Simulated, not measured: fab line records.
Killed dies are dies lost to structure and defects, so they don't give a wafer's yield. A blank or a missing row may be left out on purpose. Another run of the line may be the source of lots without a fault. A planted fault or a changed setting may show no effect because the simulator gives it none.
8D (eight disciplines) problem report, filled in by code + flow rit cmos + the parts of the form that need people (team, actions taken, sign-off) are left out

== 1. THE PROBLEM ==
On 2 wafers of 1 lot, rf fwd power W at RIT_CONTACT_CVD_00 has a mean of 447.5 W; fault-free wafers read 396.5 W, standard deviation 1.5. Measured from the usual mean, that is +34 standard deviations.
The step: deposits SiO2 from TEOS, target thk 400 nm, time 59.47 s.
The first sign was on wafer L526.2 at day 5 15:11, on pecvd-01. Wafers with a number at this step in the record: 39, from 13 lots. By rule, "out" or "out of limits" means more than 4 standard deviations away from the usual mean. All remaining wafers that have a number are taken as sound.

== 2. WHAT IT IS; WHAT IT IS NOT ==
| question                    | is               | is not                                                                                             |
|-----------------------------|------------------|----------------------------------------------------------------------------------------------------|
| which readings at this step | rf fwd power W   | -                                                                                                  |
| which lots                  | L526             | L515, L516, L517, L518, L519, L521, L528, L530, L531, L533, L534, L537                             |
| which wafers of those lots  | L526.2, L526.6   | L526.4                                                                                             |
| read on which tools         | pecvd-01         | pecvd-03, pecvd-04                                                                                 |
| when                        | from day 5 15:11 | up to then (19 sound wafers); but 18 sound wafers of L528, L530, L531, L533, L534, L537 came after |

== 3. SUSPECTS, AND WHAT RULES EACH OUT ==
Counting: if a tool at a process step up to the reading ran every lot that is out, it stays a suspect. Sound lots after the first of them don't rule it out here, since some wafers of a struck lot are sound.
- pecvd-01 at RIT_CONTACT_CVD_00 (deposits SiO2 from TEOS, target thk 400 nm, time 59.47 s): kept. It processed L526, the lot that is out, at day 5 15:11, and its most recent sound lot before then was L517 at day 3 11:43. Its own readings are out on those wafers: rf fwd power W.
- Within pecvd-01 at RIT_CONTACT_CVD_00: the wafers that are out ran in chamber 0; their sound lot-mates ran in chamber 2.
Remaining after the count: pecvd-01 at RIT_CONTACT_CVD_00.

== 4. THE CAUSE (what the simulator had put in) ==
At RIT_CONTACT_CVD_00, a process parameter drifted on pecvd-01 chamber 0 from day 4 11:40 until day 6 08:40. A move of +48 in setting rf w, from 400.
The count eliminated every tool but this one.

== 5. THE EFFECT CHAIN, in route order ==
Each row: a reading where the mean over the struck wafers with a number is more than 3 standard deviations away from the usual. Readings are gone through only where the record gives a usual standard deviation; hours: the median, over the lots, of the time from a lot's start at the first step in this table giving one to that lot's start at this step; sigmas: the change measured in usual standard deviations.
| hours | step               | reading        | usual   | on struck wafers | change | sigmas |
|-------|--------------------|----------------|---------|------------------|--------|--------|
| 0     | RIT_CONTACT_CVD_00 | rf fwd power W | 396.5 W | 447.5            | +51.0  | +34    |
Its process steps:
- RIT_CONTACT_CVD_00: deposits SiO2 from TEOS, target thk 400 nm, time 59.47 s.

== 6. WHAT WOULD HAVE CAUGHT IT SOONER ==
In this record no reading fell out of limits until day 5 15:11, 28 hours after the fault had begun at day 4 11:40.
